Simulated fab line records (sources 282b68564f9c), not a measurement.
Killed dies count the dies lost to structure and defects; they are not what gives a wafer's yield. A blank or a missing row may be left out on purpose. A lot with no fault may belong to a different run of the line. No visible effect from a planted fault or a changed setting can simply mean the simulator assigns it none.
Which tool is to blame? || flow rit_cmos || at 1 step of a route of 202, 15 lots with 45 wafers sampled

## WHAT EACH GAUGE READ, for each wafer
Not one reading of a measure or inspect step in the record can be checked against a usual standard deviation.

## EACH LOT AND THE TOOL THAT RAN IT (in order: tool; ch and the chambers of the sampled wafers; start)
{"lot": "L351", "RIT_PLDD_PEB_04": "litho_track-02 ch 0, day 3 11:02"}
{"lot": "L357", "RIT_PLDD_PEB_04": "litho_track-01 ch 0, day 4 19:40"}
{"lot": "L358", "RIT_PLDD_PEB_04": "litho_track-04, day 4 19:48"}
{"lot": "L359", "RIT_PLDD_PEB_04": "litho_track-02, day 5 02:40"}
{"lot": "L360", "RIT_PLDD_PEB_04": "litho_track-01, day 5 08:45"}
{"lot": "L361", "RIT_PLDD_PEB_04": "litho_track-02 ch 0, day 5 10:57"}
{"lot": "L362", "RIT_PLDD_PEB_04": "litho_track-02 ch 0, day 5 13:50"}
{"lot": "L364", "RIT_PLDD_PEB_04": "litho_track-02 ch 0, day 6 02:22"}
{"lot": "L365", "RIT_PLDD_PEB_04": "litho_track-02 ch 0, day 6 04:58"}
{"lot": "L366", "RIT_PLDD_PEB_04": "litho_track-02 ch 0, day 6 12:58"}
{"lot": "L367", "RIT_PLDD_PEB_04": "litho_track-02 ch 0, day 6 17:22"}
{"lot": "L368", "RIT_PLDD_PEB_04": "litho_track-01 ch 0, day 6 23:05"}
{"lot": "L369", "RIT_PLDD_PEB_04": "litho_track-04 ch 0, day 7 01:34"}
{"lot": "L370", "RIT_PLDD_PEB_04": "litho_track-02 ch 0, day 7 08:48"}
{"lot": "L371", "RIT_PLDD_PEB_04": "litho_track-04 ch 0, day 7 13:22"}
- RIT_PLDD_PEB_04

## AS READ BY THE TOOLS THEMSELVES (means over the sampled wafers that have a number; for cases with no such wafer, the mark the record gives instead)
RIT_PLDD_PEB_04.
{"lot": "L351", "tool": "litho_track-02", "exhaust_pa (Pa)": 45.7}
{"lot": "L357", "tool": "litho_track-01", "exhaust_pa (Pa)": 44.7}
{"lot": "L358", "tool": "litho_track-04", "exhaust_pa (Pa)": "-"}
{"lot": "L359", "tool": "litho_track-02", "exhaust_pa (Pa)": "-"}
{"lot": "L360", "tool": "litho_track-01", "exhaust_pa (Pa)": "-"}
{"lot": "L361", "tool": "litho_track-02", "exhaust_pa (Pa)": 45.1}
{"lot": "L362", "tool": "litho_track-02", "exhaust_pa (Pa)": 44.9}
{"lot": "L364", "tool": "litho_track-02", "exhaust_pa (Pa)": 46.2}
{"lot": "L365", "tool": "litho_track-02", "exhaust_pa (Pa)": 44.6}
{"lot": "L366", "tool": "litho_track-02", "exhaust_pa (Pa)": 44.1}
{"lot": "L367", "tool": "litho_track-02", "exhaust_pa (Pa)": 44.7}
{"lot": "L368", "tool": "litho_track-01", "exhaust_pa (Pa)": 46.1}
{"lot": "L369", "tool": "litho_track-04", "exhaust_pa (Pa)": 45.4}
{"lot": "L370", "tool": "litho_track-02", "exhaust_pa (Pa)": 43.9}
{"lot": "L371", "tool": "litho_track-04", "exhaust_pa (Pa)": 46.0}

## THE ANSWER, worked out from the rows above alone
Rule: what is usual is taken from the lots themselves. The widest of any qualifying gaps counts: lots, ordered by their means at a reading, are off when they make up no more than a third of the lots, leave a main group of 4 or more, and stand apart from it by 3 or more times the standard deviation of that group's means. If all means in a main group match to the digits the tables above print for the reading, that group is not used. A lot without any number at a reading at which 4 lots or more have one is off too. Any other lot the step has rows for is counted as sound. After the gauges, taken in route order, come the tools' own readings; for these a lot's mean is taken, as printed above. The first step at which some lot is off is used, and at that step the reading that is off furthest; a lot without a number counts as furthest.
Off: L358, L359, L360, at RIT_PLDD_PEB_04 (exhaust_pa). Without a number there: L358, L359, L360. Mean 45.1 Pa and standard deviation 0.74 in the main group.
If a tool, at that step or one of the process steps before it, ran each lot that is off and ran no sound lot following the first of them, it fits. No candidate that was tried fits.

## WHAT THE SIMULATOR PUT IN
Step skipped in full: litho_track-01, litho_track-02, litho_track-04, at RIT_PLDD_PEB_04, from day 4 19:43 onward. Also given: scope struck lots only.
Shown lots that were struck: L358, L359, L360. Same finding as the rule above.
